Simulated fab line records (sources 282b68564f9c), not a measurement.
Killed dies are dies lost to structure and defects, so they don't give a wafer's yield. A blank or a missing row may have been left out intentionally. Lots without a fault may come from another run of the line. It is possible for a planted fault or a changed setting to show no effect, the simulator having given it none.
fab line records ; flow rit-cmos
[record] lots = 6; wafers = 18; last-day = 8
route steps=202 shown SILICIDE@161 CONTACT@168 M1@202
lots that met no fault: from a run of the same line without faults
start-h: the number of hours between the record's first day and the start of the first shown wafer of the lot ; wait-h: how many hours have passed since the lot's step before this one ; " same as the row above ; L1.1+2: one row covering several wafers at once ; - value missing, or start not given ; * or withheld: withheld ; < > ~ a bound
route shown NAME@n: a module of which the file shows steps, and the number in the route of the first ; usual: mean/standard deviation of fault-free wafers ; same: alike in all rows ; chamber/n: place in a boat ; sites: each site's reading ; _std_site: their standard deviation ; _edge_site: inner sites' mean taken away from outer sites' mean ; radius-mm: for every site, how far away it sits from the centre of the wafer ; mask NAME#n: copy n ; behind: tool/chamber where the wafer was last shaped ; hold: cause of the lot's hold/its duration in hours/its outcome ; device: the transistor (n, p or np) that didn't switch ; end of line: tests of these same wafers at the route's end ; a step given without rows: its recipe and nothing more ; killed: at the first sort, the dies lost to defects and structure; wafer yield is something else ; map: shows each die of a wafer: x if killed, . if not, _ if none is there
set.NAME: setting as actually run; set.NAME@STEP: the setting as run at that earlier step ; model.NAME: the simulator's own value behind a step, which no gauge read
certain route steps with their lots: each step a table, each wafer a row
services: the hour from which a tool's chamber was out of use, counted from the record's first day as start-h (under 0 if before that day), plus the number of hours and why
[[steps]]
[step RIT_SILICIDE_WET_ETCH_00]
[recipe] chemistry = BOE; target = SiO2; target-depth-nm = 14; time-s = 15; dry = n2-spin; dilution = 10:1; temp-c = 21.5
[step RIT_SILICIDE_SPUTTER_01]
[recipe] material = Ti; target-thk-nm = 30; power-w = 350; chamber-pressure-pa = 0.667; gas = Ar; time-s = 240; substrate-temp-c = 25
[usual] throttle-valve-pct = 30.4/1.3
[same] time-s = 240
lot.wafer;tool;chamber;start-h;wait-h;throttle-valve-pct
L203.1;pvd-sputter-03;-;75.28;0.0;32.0
L203.4;pvd-sputter-03;-;75.28;0.0;30.5
L203.6;pvd-sputter-03;-;75.28;0.0;31.3
L206.4;pvd-sputter-02;-;84.83;0.0;30.0
L206.5;pvd-sputter-02;-;84.83;0.0;30.9
L206.6;pvd-sputter-02;-;84.83;0.0;27.7
L212.1;pvd-sputter-02;-;116.33;0.0;31.6
L212.2;pvd-sputter-02;-;116.33;0.0;27.8
L212.5;pvd-sputter-02;-;116.33;0.0;30.0
L215.1;pvd-sputter-03;-;130.97;0.0;31.9
L215.3;pvd-sputter-03;-;130.97;0.0;30.6
L215.6;pvd-sputter-03;-;130.97;0.0;31.3
L220.3;pvd-sputter-02;-;166.86;0.0;29.9
L220.4;pvd-sputter-02;-;166.86;0.0;32.0
L220.6;pvd-sputter-02;-;166.86;0.0;27.8
L222.3;pvd-sputter-04;-;173.95;0.0;31.4
L222.5;pvd-sputter-04;-;173.95;0.0;31.5
L222.6;pvd-sputter-04;-;173.95;0.0;29.1
[step RIT_SILICIDE_RS_MEAS_02]
[recipe] thk-meas-gauge = four-point-probe; reads = Ti_of_SILICIDE_SPUTTER_01
[usual] SILICIDE_TI_RS = 47.8/0.82
lot.wafer;tool;chamber;start-h;wait-h;SILICIDE_TI_RS[ohm/sq]
L203.1;film-metro-02;-;75.43;0.1;49.6
L203.4;film-metro-02;-;75.43;0.1;48.6
L203.6;film-metro-02;-;75.43;0.1;47.9
L206.4;film-metro-04;-;85.04;0.1;48.7
L206.5;film-metro-04;-;85.04;0.1;47.4
L206.6;film-metro-04;-;85.04;0.1;47.8
L212.1;film-metro-04;-;116.48;0.1;47.5
L212.2;film-metro-04;-;116.48;0.1;48.4
L212.5;film-metro-04;-;116.48;0.1;48.3
L215.1;film-metro-04;-;131.12;0.1;48.0
L215.3;film-metro-04;-;131.12;0.1;47.7
L215.6;film-metro-04;-;131.12;0.1;46.9
L220.3;film-metro-04;-;167.05;0.1;47.6
L220.4;film-metro-04;-;167.05;0.1;45.8
L220.6;film-metro-04;-;167.05;0.1;46.8
L222.3;film-metro-02;-;174.14;0.1;46.8
L222.5;film-metro-02;-;174.14;0.1;46.6
L222.6;film-metro-02;-;174.14;0.1;47.2
[step RIT_SILICIDE_THK_MEAS_03]
[recipe] thk-meas-gauge = xrf; reads = Ti_of_SILICIDE_SPUTTER_01
[usual] SILICIDE_TI_THK = 30.5/0.44
lot.wafer;tool;chamber;start-h;wait-h;SILICIDE_TI_THK[nm]
L203.1;film-metro-02;-;75.55;0.1;29.7
L203.4;film-metro-02;-;75.55;0.1;30.0
L203.6;film-metro-02;-;75.55;0.1;30.5
L206.4;film-metro-04;-;85.13;0.1;29.8
L206.5;film-metro-04;-;85.13;0.1;30.5
L206.6;film-metro-04;-;85.13;0.1;30.3
L212.1;film-metro-04;-;116.60;0.1;30.6
L212.2;film-metro-04;-;116.60;0.1;30.2
L212.5;film-metro-04;-;116.60;0.1;30.1
L215.1;film-metro-04;-;131.24;0.1;30.3
L215.3;film-metro-04;-;131.24;0.1;30.5
L215.6;film-metro-04;-;131.24;0.1;30.8
L220.3;film-metro-04;-;167.15;0.1;30.5
L220.4;film-metro-04;-;167.15;0.1;31.4
L220.6;film-metro-04;-;167.15;0.1;30.9
L222.3;film-metro-02;-;174.24;0.1;31.0
L222.5;film-metro-02;-;174.24;0.1;30.9
L222.6;film-metro-02;-;174.24;0.1;30.8
[step RIT_SILICIDE_RTA_04]
[recipe] temp-c = 650; time-s = 10; idle-temp-c = 25; ramp-up-s = 5; ramp-down-s = 5; cool-to-c = 25; ambient = N2
[usual] chamber-o2-ppm = 1.993/0.026; wafer_temp_C_max = 653.1/1.2
[same] time-s = 10
lot.wafer;tool;chamber;start-h;wait-h;chamber-o2-ppm;wafer_temp_C_max
L203.1;rtp-anneal-01;0;75.61;0.1;1.987;652.4
L203.4;rtp-anneal-01;0;75.61;0.1;1.984;652.3
L203.6;rtp-anneal-01;0;75.61;0.1;1.963;652.8
L206.4;rtp-anneal-02;0;85.19;0.1;1.968;653.0
L206.5;rtp-anneal-02;0;85.19;0.1;1.983;654.3
L206.6;rtp-anneal-02;0;85.19;0.1;1.963;653.8
L212.1;rtp-anneal-02;0;116.66;0.1;1.957;653.9
L212.2;rtp-anneal-02;0;116.66;0.1;1.976;655.1
L212.5;rtp-anneal-02;0;116.66;0.1;2.023;654.0
L215.1;rtp-anneal-01;0;131.30;0.1;1.961;651.9
L215.3;rtp-anneal-01;0;131.30;0.1;1.995;652.8
L215.6;rtp-anneal-01;0;131.30;0.1;1.971;651.9
L220.3;rtp-anneal-02;0;167.21;0.1;1.994;653.5
L220.4;rtp-anneal-02;0;167.21;0.1;1.984;654.4
L220.6;rtp-anneal-02;0;167.21;0.1;2.020;652.5
L222.3;rtp-anneal-02;0;174.30;0.1;1.993;653.5
L222.5;rtp-anneal-02;0;174.30;0.1;1.990;653.9
L222.6;rtp-anneal-02;0;174.30;0.1;2.016;654.0
[step RIT_SILICIDE_WET_ETCH_05]
[recipe] chemistry = SPM; target = Ti; temp-c = 90; time-s = 120; dry = n2-spin
[step RIT_SILICIDE_RTA_06]
[recipe] temp-c = 750; time-s = 10; idle-temp-c = 25; ramp-up-s = 5; ramp-down-s = 10; cool-to-c = 25; ambient = N2
[usual] chamber-o2-ppm = 1.997/0.023; wafer_temp_C_max = 753.7/1.3
[same] time-s = 10
lot.wafer;tool;chamber;start-h;wait-h;chamber-o2-ppm;wafer_temp_C_max
L203.1;rtp-anneal-02;0;75.71;0.0;2.006;754.3
L203.4;rtp-anneal-02;0;75.71;0.0;2.005;754.5
L203.6;rtp-anneal-02;0;75.71;0.0;2.016;754.2
L206.4;rtp-anneal-01;0;85.30;0.0;2.009;752.4
L206.5;rtp-anneal-01;0;85.30;0.0;2.011;751.9
L206.6;rtp-anneal-01;0;85.30;0.0;1.973;752.8
L212.1;rtp-anneal-01;0;116.77;0.0;2.059;752.3
L212.2;rtp-anneal-01;0;116.77;0.0;2.023;751.7
L212.5;rtp-anneal-01;0;116.77;0.0;2.047;752.0
L215.1;rtp-anneal-02;0;131.41;0.0;1.983;756.5
L215.3;rtp-anneal-02;0;131.41;0.0;2.012;753.3
L215.6;rtp-anneal-02;0;131.41;0.0;1.982;753.8
L220.3;rtp-anneal-01;0;167.32;0.0;1.996;752.9
L220.4;rtp-anneal-01;0;167.32;0.0;2.026;752.8
L220.6;rtp-anneal-01;0;167.32;0.0;2.013;752.2
L222.3;rtp-anneal-01;0;174.42;0.0;2.012;751.8
L222.5;rtp-anneal-01;0;174.42;0.0;1.983;753.1
L222.6;rtp-anneal-01;0;174.42;0.0;1.996;752.4
[step RIT_CONTACT_CVD_00]
[recipe] material = SiO2; target-thk-nm = 400; precursor = TEOS; temp-c = 390; time-s = 60.06; rf-w = 400
[usual] heater-power-w = 327/43
[same] time-s = 60.06
lot.wafer;tool;chamber;start-h;wait-h;heater-power-w;since-wet-clean-h
L203.1;pecvd-02;2;75.78;0.1;332;1412
L203.4;pecvd-02;2;75.78;0.1;344;-
L203.6;pecvd-02;0;75.78;0.1;317;-
L206.4;pecvd-02;2;85.36;0.0;356;-
L206.5;pecvd-02;0;85.36;0.0;286;-
L206.6;pecvd-02;1;85.36;0.0;301;-
L212.1;pecvd-02;1;116.90;0.1;331;1453
L212.2;pecvd-02;2;116.90;0.1;284;1453
L212.5;pecvd-02;1;116.90;0.1;344;-
L215.1;pecvd-02;2;131.47;0.1;276;1468
L215.3;pecvd-02;1;131.47;0.1;279;1468
L215.6;pecvd-02;1;131.47;0.1;302;-
L220.3;pecvd-01;0;167.36;0.0;342;1113
L220.4;pecvd-01;2;167.36;0.0;339;-
L220.6;pecvd-01;0;167.36;0.0;352;-
L222.3;pecvd-04;0;174.46;0.0;312;325
L222.5;pecvd-04;0;174.46;0.0;326;-
L222.6;pecvd-04;1;174.46;0.0;350;-
[step RIT_CONTACT_THK_MEAS_01]
[recipe] reads = SiO2_of_CONTACT_CVD_00
[usual] CONTACT_TEOS_THK = 395/6
lot.wafer;tool;chamber;start-h;wait-h;CONTACT_TEOS_THK[nm]
L203.1;film-metro-03;-;75.83;0.0;391
L203.4;film-metro-03;-;75.83;0.0;400
L203.6;film-metro-03;-;75.83;0.0;396
L206.4;film-metro-02;-;85.41;0.0;398
L206.5;film-metro-02;-;85.41;0.0;391
L206.6;film-metro-02;-;85.41;0.0;404
L212.1;film-metro-01;-;116.95;0.0;387
L212.2;film-metro-01;-;116.95;0.0;390
L212.5;film-metro-01;-;116.95;0.0;400
L215.1;film-metro-03;-;131.52;0.0;388
L215.3;film-metro-03;-;131.52;0.0;387
L215.6;film-metro-03;-;131.52;0.0;395
L220.3;film-metro-01;-;167.43;0.0;394
L220.4;film-metro-01;-;167.43;0.0;396
L220.6;film-metro-01;-;167.43;0.0;398
L222.3;film-metro-03;-;174.53;0.0;400
L222.5;film-metro-03;-;174.53;0.0;409
L222.6;film-metro-03;-;174.53;0.0;397
[step RIT_CONTACT_HMDS_02]
[recipe] prime-time-s = 60; prime-temp-c = 140
[step RIT_CONTACT_COAT_03]
[recipe] resist = NOVOLAK; spin-rpm = 3250; resist-thk-nm = 1000
[step RIT_CONTACT_SOFTBAKE_04]
[recipe] resist = NOVOLAK; temp-c = 90; time-s = 60
[step RIT_CONTACT_EXPOSE_05]
[recipe] mask-id = M11; na = 0.6; source-shape = conventional; sigma-outer = 0.5; target-cd-nm = 1000; dose-mj = 250
lot.wafer;tool;chamber;start-h;wait-h;mask;model.CONTACT.overlay-x-nm
L203.1+4+6;iline-stepper-01;0;76.62;0.3;M11#0;0.8702
L206.4+5+6;iline-stepper-02;0;86.08;0.2;M11#0;-0.09699
L212.1+2+5;iline-stepper-01;0;117.53;0.1;M11#0;172.3
L215.1+3+6;iline-stepper-01;0;132.16;0.2;M11#0;172.3
L220.3+4+6;iline-stepper-02;0;168.09;0.2;M11#0;-1.252
L222.3+5+6;iline-stepper-02;0;175.20;0.2;M11#0;-0.1096
[step RIT_CONTACT_PEB_06]
[recipe] resist = NOVOLAK; temp-c = withheld; time-s = withheld
[step RIT_CONTACT_DEVELOP_07]
[recipe] resist = NOVOLAK; develop-time-s = 120; dev-temp-c = 23
[step RIT_CONTACT_CD_MEAS_08]
[recipe] target-cd-nm = 1000
[usual] cd-nm = 999.8/2.3
lot.wafer;tool;chamber;start-h;wait-h;cd-nm
L203.1;cd-sem-01;-;77.13;-;994.0
L203.4;cd-sem-01;-;77.13;-;996.5
L203.6;cd-sem-01;-;77.13;-;992.4
L206.4;cd-sem-02;-;86.60;-;996.3
L206.5;cd-sem-02;-;86.60;-;998.7
L206.6;cd-sem-02;-;86.60;-;996.9
L212.1;cd-sem-02;-;118.04;-;1000.3
L212.2;cd-sem-02;-;118.04;-;996.9
L212.5;cd-sem-02;-;118.04;-;997.6
L215.1;cd-sem-02;-;132.68;-;998.7
L215.3;cd-sem-02;-;132.68;-;999.1
L215.6;cd-sem-02;-;132.68;-;999.3
L220.3;cd-sem-02;-;168.61;-;1003.6
L220.4;cd-sem-02;-;168.61;-;1002.6
L220.6;cd-sem-02;-;168.61;-;1001.8
L222.3;cd-sem-01;-;175.72;-;1000.7
L222.5;cd-sem-01;-;175.72;-;999.2
L222.6;cd-sem-01;-;175.72;-;997.6
[step RIT_CONTACT_OVL_MEAS_09]
[usual] CONTACT_OVL = 0.7/1.3
lot.wafer;tool;chamber;start-h;wait-h;CONTACT_OVL[nm]
L203.1;overlay-01;-;77.25;0.1;1.9
L203.4;overlay-01;-;77.25;0.1;1.6
L203.6;overlay-01;-;77.25;0.1;1.1
L206.4;overlay-01;-;86.67;0.1;-1.4
L206.5;overlay-01;-;86.67;0.1;-1.0
L206.6;overlay-01;-;86.67;0.1;0.9
L212.1;overlay-02;-;118.16;0.1;172.7
L212.2;overlay-02;-;118.16;0.1;173.4
L212.5;overlay-02;-;118.16;0.1;173.8
L215.1;overlay-02;-;132.80;0.1;171.1
L215.3;overlay-02;-;132.80;0.1;172.7
L215.6;overlay-02;-;132.80;0.1;172.6
L220.3;overlay-01;-;168.70;0.1;-1.8
L220.4;overlay-01;-;168.70;0.1;0.7
L220.6;overlay-01;-;168.70;0.1;-1.3
L222.3;overlay-01;-;175.81;0.1;1.2
L222.5;overlay-01;-;175.81;0.1;0.6
L222.6;overlay-01;-;175.81;0.1;-1.2
[step RIT_CONTACT_HARDBAKE_10]
[recipe] resist = NOVOLAK; temp-c = 140; time-s = 60
[step RIT_M1_PROBE_99]
[usual] killed-at-contacts = 0.1/0.25; killed-at-front-end = 7/3.2; killed-dies = 7/3.2; killed-open = 3.5/2.1; killed-short = 3.5/2.1
[same] gross-dies = 264; killed_at_M0_to_M3 = 0; killed_at_M4_up = 0; killed-at-back-side = 0; killed-at-other = 0
lot.wafer;tool;chamber;start-h;wait-h;killed-at-contacts;killed-at-front-end;killed-dies;killed-open;killed-short;model.etest.contact-to-gate.bv-right-v;model.etest.contact-to-gate.bv-left-v
L203.1;prober-02;-;82.94;0.1;0;14;14;6;8;92.28;88.94
L203.4;prober-02;-;83.09;0.2;0;11;11;5;6;92.42;92.18
L203.6;prober-02;-;83.19;0.2;0;7;7;3;4;90.38;92.85
L206.4;prober-01;-;92.12;0.2;0;6;6;4;2;92.56;91.89
L206.5;prober-01;-;92.17;0.2;0;7;7;3;4;90.25;89.38
L206.6;prober-01;-;92.22;0.2;0;15;15;8;7;90.42;91.25
L212.1;prober-02;-;123.45;0.1;0;10;10;2;8;6.56;176.5
L212.2;prober-02;-;123.50;0.1;1;13;14;8;6;10.02;176.1
L212.5;prober-02;-;123.65;0.2;0;10;10;6;4;4.529;177.2
L215.1;prober-01;-;137.96;0.1;0;6;6;3;3;-;177
L215.3;prober-01;-;138.06;0.2;0;7;7;3;4;7.189;181.1
L215.6;prober-01;-;138.21;0.2;0;4;4;2;2;8.771;176.8
L220.3;prober-02;-;174.20;0.2;1;4;5;2;3;89.92;89.79
L220.4;prober-02;-;174.25;0.2;0;8;8;5;3;91.28;89.7
L220.6;prober-02;-;174.35;0.2;0;5;5;1;4;89.89;88.36
L222.3;prober-02;-;181.12;0.2;0;7;7;5;1;91.99;88.21
L222.5;prober-02;-;181.22;0.2;0;4;4;2;2;88.25;89.23
L222.6;prober-02;-;181.27;0.2;0;7;7;3;4;88.87;90.47
// killed by level:class
L203.1 FOX1:geometric-particle:open=3 FOX1:geometric-particle:short=3 GATE:geometric-particle:open=2 SPACER:geometric-particle:short=2 SILICIDE:geometric-particle:short=2 GATE:geometric-particle:short=1 SPACER:geometric-particle:open=1
L203.4 FOX1:geometric-particle:open=3 FOX1:geometric-particle:short=2 SPACER:geometric-particle:short=2 GATE:geometric-particle:short=1 GATE:geometric-particle:open=1 REOX:geometric-particle:short=1 SILICIDE:geometric-particle:open=1
L203.6 GATE:geometric-particle:short=2 GATE:geometric-particle:open=2 FOX1:geometric-particle:open=1 FOX1:geometric-particle:short=1 REOX:geometric-particle:short=1
L206.4 GATE:geometric-particle:open=2 GATE:geometric-particle:short=1 REOX:geometric-particle:open=1 REOX:geometric-particle:short=1 SILICIDE:geometric-particle:open=1
L206.5 GATE:geometric-particle:short=2 SILICIDE:geometric-particle:open=2 GATE:geometric-particle:open=1 SPACER:geometric-particle:short=1 SILICIDE:geometric-particle:short=1
L206.6 GATE:geometric-particle:short=3 GATE:geometric-particle:open=2 REOX:geometric-particle:open=2 SPACER:geometric-particle:open=2 SILICIDE:geometric-particle:short=2 SILICIDE:geometric-particle:open=2 FOX2:geometric-particle:short=1 REOX:geometric-particle:short=1
L212.1 GATE:geometric-particle:short=3 SILICIDE:geometric-particle:short=2 FOX2:geometric-particle:short=1 GATE:geometric-particle:open=1 REOX:geometric-particle:short=1 SPACER:geometric-particle:short=1 SILICIDE:geometric-particle:open=1
L212.2 GATE:geometric-particle:open=3 GATE:geometric-particle:short=2 REOX:geometric-particle:open=2 SILICIDE:geometric-particle:open=2 REOX:geometric-particle:short=1 SPACER:geometric-particle:open=1 SPACER:geometric-particle:short=1 SILICIDE:geometric-particle:short=1
L212.5 REOX:geometric-particle:open=4 REOX:geometric-particle:short=3 GATE:geometric-particle:open=2 GATE:geometric-particle:short=1
L215.1 GATE:geometric-particle:open=2 REOX:geometric-particle:short=2 FOX1:geometric-particle:short=1 SILICIDE:geometric-particle:open=1
L215.3 GATE:geometric-particle:short=4 GATE:geometric-particle:open=2 REOX:geometric-particle:open=1
L215.6 FOX1:geometric-particle:short=1 FOX1:geometric-particle:open=1 FOX2:geometric-particle:short=1 FOX2:geometric-particle:open=1
L220.3 GATE:geometric-particle:short=2 REOX:geometric-particle:open=1 SPACER:geometric-particle:short=1 CONTACT:geometric-particle:open=1
L220.4 REOX:geometric-particle:open=4 FOX1:geometric-particle:short=1 FOX2:geometric-particle:short=1 GATE:geometric-particle:short=1 GATE:geometric-particle:open=1
L220.6 FOX2:geometric-particle:short=2 GATE:geometric-particle:short=1 GATE:geometric-particle:open=1 SPACER:geometric-particle:short=1
L222.3 SPACER:geometric-particle:open=2 FOX1:geometric-particle:open=1 FOX2:geometric-particle:open=1 GATE:geometric-particle:short=1 GATE:geometric-particle:open=1 GATE:coat-microbubble-printed=1
L222.5 FOX2:geometric-particle:open=1 GATE:geometric-particle:short=1 REOX:geometric-particle:open=1 SPACER:geometric-particle:short=1
L222.6 REOX:geometric-particle:short=3 GATE:geometric-particle:open=2 REOX:geometric-particle:open=1 SPACER:geometric-particle:short=1
[[services]]
tool;chamber;start-h;hours;kind
iline-stepper-02;-;72.19;1.7;pm
iline-stepper-02;-;104.75;8.9;pm
pvd-sputter-03;-;128.74;0.7;repair
iline-stepper-02;0;143.19;-;calibration
pvd-sputter-03;-;150.55;0.9;repair
iline-stepper-01;-;151.55;10.8;repair
iline-stepper-02;-;151.90;12.1;repair
pvd-sputter-02;-;155.39;4.8;repair
pecvd-02;-;155.42;0.5;repair
pecvd-01;-;161.23;0.6;repair
pvd-sputter-02;-;168.51;12.2;repair
pvd-sputter-02;-;174.99;5.2;repair
[[key]]
[first-sign] step = RIT_CONTACT_OVL_MEAS_09; reading = CONTACT_OVL; direction = up; sigmas = 99+; usual = 0.7; struck = 172.7
effect none on later readings
[model-effect] step = RIT_CONTACT_EXPOSE_05; value = CONTACT.overlay-x-nm; without = 0.7495; struck = 172.3
[model-effect] step = RIT_M1_PROBE_99; value = etest.contact-to-gate.bv-right-v; without = 93.19; struck = 7.413
met-at RIT_CONTACT_EXPOSE_05
struck-wafers L212.1,L212.2,L212.5,L215.1,L215.3,L215.6
tester-left-out L212,L215
[loop-trim] step = RIT_M1_EXPOSE_06; setting = dose; lots = L215
onset-between 76.62 117.53
also-fits RIT_CONTACT_CVD_00:pecvd-02
[fault] kind = scanner-matching-overlay; tool = iline-stepper-01; chamber = -; onset-h = 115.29; steps = RIT_CONTACT_EXPOSE_05; offset = 171.55
// tester-left-out: of these lots the tester's yield and bins aren't shown, on N5 and GAA mostly nor the transistor test; their killed dies are dies lost to structure and defects alone, not to doping, threshold or leakage, so they don't give the yield
// loop-trim: a control loop set the setting to another value than it would have without faults
